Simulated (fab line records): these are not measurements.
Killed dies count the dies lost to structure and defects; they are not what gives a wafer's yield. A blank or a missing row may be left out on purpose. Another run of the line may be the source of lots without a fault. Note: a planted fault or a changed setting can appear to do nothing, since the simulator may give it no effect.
fab line records :: flow berkeley-cmos170
record:
  lots: 13
  wafers: 39
  last-day: 12
route steps=331 shown PWELL@48
lots that met no fault: taken from a fault-free run of the same line
start-h: the number of hours between the record's first day and the start of the first shown wafer of the lot :: wait-h: hours elapsed since this lot's preceding step :: " same as the row above :: L1.1+2: several wafers, shown together as one row :: - no value, or no start was given :: * or withheld: withheld :: < > ~ a bound
route shown NAME@n: names a module that has steps shown in the file, with the first one's number in the route :: usual: average and standard deviation across the fault-free wafers :: same: alike in all rows :: chamber/n: place in a boat :: sites: readings site by site :: _std_site: their standard deviation :: _edge_site: inner sites' mean taken away from outer sites' mean :: radius-mm: for every site, how far away it sits from the centre of the wafer :: mask NAME#n: copy n :: behind: the last tool/chamber to shape the wafer :: hold: why the lot went on hold/how many hours it stayed there/how the hold came to an end :: device: transistor that didn't switch, given as n, p or np :: end of line: tests run on the same wafers once the route is complete :: a step with no rows: only its recipe :: killed: count of dies lost to structure and defects at first sort (not the wafer's yield) :: map: the dies of a wafer, with x for killed, . for not killed, _ for no die there
set.NAME: the setting the step ran with; set.NAME@STEP: the setting that earlier step ran with :: model.NAME: the simulator's own value behind a step, which no gauge read
one table for each step of the route and one row for each wafer, over a sample of lots
services: the hour from which a tool's chamber was out of use, counted from the record's first day as start-h (under 0 if before that day), plus the number of hours and why
== steps ==
step: UCB170_PWELL_ETCH_14
recipe:
  chemistry: CH3F/Ar/O2
  target: Si3N4
  stop-on: SiO2
  CH3F_flow_sccm: 20
  Ar_flow_sccm: 50
  O2_flow_sccm: 7
  pressure-mtorr: 50
  rf-w: 450
  target-depth-a: 2420
  over-etch-frac: 0.1
  time-s: 155
usual:
  drypump-motor-current-A: 5.8/0.36
  oes-product-au: 0.942/0.014
  throttle-valve-pct: 8.07/0.17
lot.wafer: L179.1
tool: rie-diel-04
chamber: 3
start-h: 55.23
wait-h: 0.0
drypump-motor-current-A: 5.5
oes-product-au: 0.977
rf-hours-counter-h: 4
throttle-valve-pct: 8.14

lot.wafer: L179.2
tool: rie-diel-04
chamber: 2
start-h: 55.23
wait-h: 0.0
drypump-motor-current-A: 6.2
oes-product-au: 0.951
rf-hours-counter-h: 147
throttle-valve-pct: 8.25

lot.wafer: L179.4
tool: rie-diel-04
chamber: 1
start-h: 55.23
wait-h: 0.0
drypump-motor-current-A: 5.4
oes-product-au: 0.937
rf-hours-counter-h: 79
throttle-valve-pct: 8.01

lot.wafer: L180.1
tool: rie-diel-04
chamber: 1
start-h: 56.75
wait-h: 0.0
drypump-motor-current-A: 5.5
oes-product-au: 0.934
rf-hours-counter-h: 79
throttle-valve-pct: 8.03

lot.wafer: L180.3
tool: rie-diel-04
chamber: 3
start-h: 56.75
wait-h: 0.0
drypump-motor-current-A: 5.5
oes-product-au: 0.969
rf-hours-counter-h: 4
throttle-valve-pct: 8.16

lot.wafer: L180.6
tool: rie-diel-04
chamber: 3
start-h: 56.75
wait-h: 0.0
drypump-motor-current-A: 5.5
oes-product-au: 0.971
rf-hours-counter-h: -
throttle-valve-pct: 8.14

lot.wafer: L181.1
tool: rie-diel-02
chamber: 1
start-h: 64.70
wait-h: 0.0
drypump-motor-current-A: 6.2
oes-product-au: 0.934
rf-hours-counter-h: 36
throttle-valve-pct: 7.98

lot.wafer: L181.2
tool: rie-diel-02
chamber: 0
start-h: 64.70
wait-h: 0.0
drypump-motor-current-A: 5.3
oes-product-au: 0.940
rf-hours-counter-h: 12
throttle-valve-pct: 8.26

lot.wafer: L181.6
tool: rie-diel-02
chamber: 1
start-h: 64.70
wait-h: 0.0
drypump-motor-current-A: 6.2
oes-product-au: 0.931
rf-hours-counter-h: -
throttle-valve-pct: 7.97

lot.wafer: L182.3
tool: rie-diel-01
chamber: 2
start-h: 68.33
wait-h: 0.0
drypump-motor-current-A: 5.5
oes-product-au: 0.934
rf-hours-counter-h: 77
throttle-valve-pct: 7.84

lot.wafer: L182.4
tool: rie-diel-01
chamber: 2
start-h: 68.33
wait-h: 0.0
drypump-motor-current-A: 5.5
oes-product-au: 0.931
rf-hours-counter-h: -
throttle-valve-pct: 7.83

lot.wafer: L182.6
tool: rie-diel-01
chamber: 3
start-h: 68.33
wait-h: 0.0
drypump-motor-current-A: 5.4
oes-product-au: 0.930
rf-hours-counter-h: -
throttle-valve-pct: 8.03

lot.wafer: L183.2
tool: rie-diel-02
chamber: 2
start-h: 73.57
wait-h: 0.0
drypump-motor-current-A: 6.2
oes-product-au: 0.962
rf-hours-counter-h: 24
throttle-valve-pct: 7.74

lot.wafer: L183.3
tool: rie-diel-02
chamber: 0
start-h: 73.57
wait-h: 0.0
drypump-motor-current-A: 5.3
oes-product-au: 0.944
rf-hours-counter-h: 13
throttle-valve-pct: 8.24

lot.wafer: L183.4
tool: rie-diel-02
chamber: 3
start-h: 73.57
wait-h: 0.0
drypump-motor-current-A: 5.6
oes-product-au: 0.937
rf-hours-counter-h: 35
throttle-valve-pct: 7.98

lot.wafer: L185.3
tool: rie-diel-01
chamber: 3
start-h: 87.97
wait-h: 0.0
drypump-motor-current-A: 5.4
oes-product-au: 0.929
rf-hours-counter-h: 153
throttle-valve-pct: 8.03

lot.wafer: L185.4
tool: rie-diel-01
chamber: 0
start-h: 87.97
wait-h: 0.0
drypump-motor-current-A: 5.6
oes-product-au: 0.931
rf-hours-counter-h: -
throttle-valve-pct: 8.12

lot.wafer: L185.5
tool: rie-diel-01
chamber: 2
start-h: 87.97
wait-h: 0.0
drypump-motor-current-A: 5.5
oes-product-au: 0.952
rf-hours-counter-h: -
throttle-valve-pct: 7.85

lot.wafer: L190.3
tool: rie-diel-01
chamber: 3
start-h: 106.09
wait-h: 0.0
drypump-motor-current-A: 5.5
oes-product-au: 0.914
rf-hours-counter-h: 154
throttle-valve-pct: 8.03

lot.wafer: L190.5
tool: rie-diel-01
chamber: 0
start-h: 106.09
wait-h: 0.0
drypump-motor-current-A: 5.6
oes-product-au: 0.936
rf-hours-counter-h: -
throttle-valve-pct: 8.11

lot.wafer: L190.6
tool: rie-diel-01
chamber: 3
start-h: 106.09
wait-h: 0.0
drypump-motor-current-A: 5.5
oes-product-au: 0.933
rf-hours-counter-h: -
throttle-valve-pct: 8.04

lot.wafer: L194.2
tool: rie-diel-04
chamber: 3
start-h: 121.09
wait-h: 0.0
drypump-motor-current-A: 5.5
oes-product-au: 0.969
rf-hours-counter-h: 7
throttle-valve-pct: 8.16

lot.wafer: L194.3
tool: rie-diel-04
chamber: 1
start-h: 121.09
wait-h: 0.0
drypump-motor-current-A: 5.4
oes-product-au: 0.945
rf-hours-counter-h: 83
throttle-valve-pct: 8.02

lot.wafer: L194.5
tool: rie-diel-04
chamber: 2
start-h: 121.09
wait-h: 0.0
drypump-motor-current-A: 6.2
oes-product-au: 0.960
rf-hours-counter-h: -
throttle-valve-pct: 8.26

lot.wafer: L193.1
tool: rie-diel-02
chamber: 3
start-h: 129.88
wait-h: 0.0
drypump-motor-current-A: 5.6
oes-product-au: 0.920
rf-hours-counter-h: 36
throttle-valve-pct: 7.99

lot.wafer: L193.2
tool: rie-diel-02
chamber: 0
start-h: 129.88
wait-h: 0.0
drypump-motor-current-A: 5.3
oes-product-au: 0.895
rf-hours-counter-h: 16
throttle-valve-pct: 8.26

lot.wafer: L193.3
tool: rie-diel-02
chamber: 1
start-h: 129.88
wait-h: 0.0
drypump-motor-current-A: 6.2
oes-product-au: 0.908
rf-hours-counter-h: 40
throttle-valve-pct: 7.97

lot.wafer: L198.2
tool: rie-diel-04
chamber: 1
start-h: 146.10
wait-h: 0.0
drypump-motor-current-A: 5.5
oes-product-au: 0.932
rf-hours-counter-h: 84
throttle-valve-pct: 8.02

lot.wafer: L198.4
tool: rie-diel-04
chamber: 3
start-h: 146.10
wait-h: 0.0
drypump-motor-current-A: 5.5
oes-product-au: 0.958
rf-hours-counter-h: 9
throttle-valve-pct: 8.14

lot.wafer: L198.6
tool: rie-diel-04
chamber: 2
start-h: 146.10
wait-h: 0.0
drypump-motor-current-A: 6.2
oes-product-au: 0.941
rf-hours-counter-h: -
throttle-valve-pct: 8.27

lot.wafer: L197.2
tool: rie-diel-04
chamber: 0
start-h: 149.52
wait-h: 0.0
drypump-motor-current-A: 5.8
oes-product-au: 0.925
rf-hours-counter-h: 6
throttle-valve-pct: 8.26

lot.wafer: L197.4
tool: rie-diel-04
chamber: 2
start-h: 149.52
wait-h: 0.0
drypump-motor-current-A: 6.2
oes-product-au: 0.952
rf-hours-counter-h: 153
throttle-valve-pct: 8.24

lot.wafer: L197.6
tool: rie-diel-04
chamber: 3
start-h: 149.52
wait-h: 0.0
drypump-motor-current-A: 5.5
oes-product-au: 0.979
rf-hours-counter-h: -
throttle-valve-pct: 8.16

lot.wafer: L200.1
tool: rie-diel-04
chamber: 2
start-h: 158.95
wait-h: 0.0
drypump-motor-current-A: 6.2
oes-product-au: 0.944
rf-hours-counter-h: 153
throttle-valve-pct: 8.26

lot.wafer: L200.4
tool: rie-diel-04
chamber: 0
start-h: 158.95
wait-h: 0.0
drypump-motor-current-A: 5.9
oes-product-au: 0.923
rf-hours-counter-h: 7
throttle-valve-pct: 8.28

lot.wafer: L200.5
tool: rie-diel-04
chamber: 1
start-h: 158.95
wait-h: 0.0
drypump-motor-current-A: 5.5
oes-product-au: 0.930
rf-hours-counter-h: -
throttle-valve-pct: 8.02

lot.wafer: L201.2
tool: rie-diel-01
chamber: 0
start-h: 159.22
wait-h: 0.0
drypump-motor-current-A: 5.6
oes-product-au: 0.937
rf-hours-counter-h: 89
throttle-valve-pct: 8.11

lot.wafer: L201.5
tool: rie-diel-01
chamber: 0
start-h: 159.22
wait-h: 0.0
drypump-motor-current-A: 5.6
oes-product-au: 0.926
rf-hours-counter-h: -
throttle-valve-pct: 8.13

lot.wafer: L201.6
tool: rie-diel-01
chamber: 1
start-h: 159.22
wait-h: 0.0
drypump-motor-current-A: 6.4
oes-product-au: 0.920
rf-hours-counter-h: -
throttle-valve-pct: 8.28
== services ==
tool: rie-diel-02
chamber: 0
start-h: 35.89
hours: 11.5
kind: repair

tool: rie-diel-04
chamber: 1
start-h: 42.01
hours: 9.1
kind: repair

tool: rie-diel-01
chamber: 2
start-h: 47.51
hours: 7.5
kind: repair

tool: rie-diel-01
chamber: 1
start-h: 63.98
hours: -
kind: clean

tool: rie-diel-01
chamber: 1
start-h: 63.98
hours: 25.8
kind: scheduled-down

tool: rie-diel-01
chamber: 1
start-h: 63.98
hours: 25.8
kind: vent-cycle

tool: rie-diel-02
chamber: 3
start-h: 79.94
hours: 13.3
kind: repair

tool: rie-diel-04
chamber: 0
start-h: 87.17
hours: 7.0
kind: repair

tool: rie-diel-04
chamber: 3
start-h: 88.54
hours: 4.0
kind: repair

tool: rie-diel-04
chamber: 0
start-h: 113.70
hours: 14.8
kind: repair

tool: rie-diel-01
chamber: 3
start-h: 155.91
hours: -
kind: clean

tool: rie-diel-01
chamber: 3
start-h: 155.91
hours: 25.9
kind: scheduled-down

tool: rie-diel-01
chamber: 3
start-h: 155.91
hours: 25.9
kind: vent-cycle
== key ==
first-sign:
  step: UCB170_PWELL_ETCH_14
  reading: oes-product-au
  direction: down
  sigmas: 3.2
  usual: 0.942
  struck: 0.895
effect none on later readings
met-at UCB170_PWELL_ETCH_14
struck-lots L193
struck-wafers L193.2
tester-left-out L193
onset-between 73.57 129.88
fault:
  kind: process-parameter-drift
  tool: rie-diel-02
  chamber: 0
  onset-h: 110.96
  steps: UCB170_PWELL_ETCH_14
  channel: target-depth-a
  offset: *
  shape: step
  end-h: 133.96
  acts-in: *
  stated: *
tester-left-out: of these lots the tester's yield and bins aren't shown, on N5 and GAA mostly nor the transistor test; their killed dies are dies lost to structure and defects alone, not to doping, threshold or leakage, so they don't give the yield
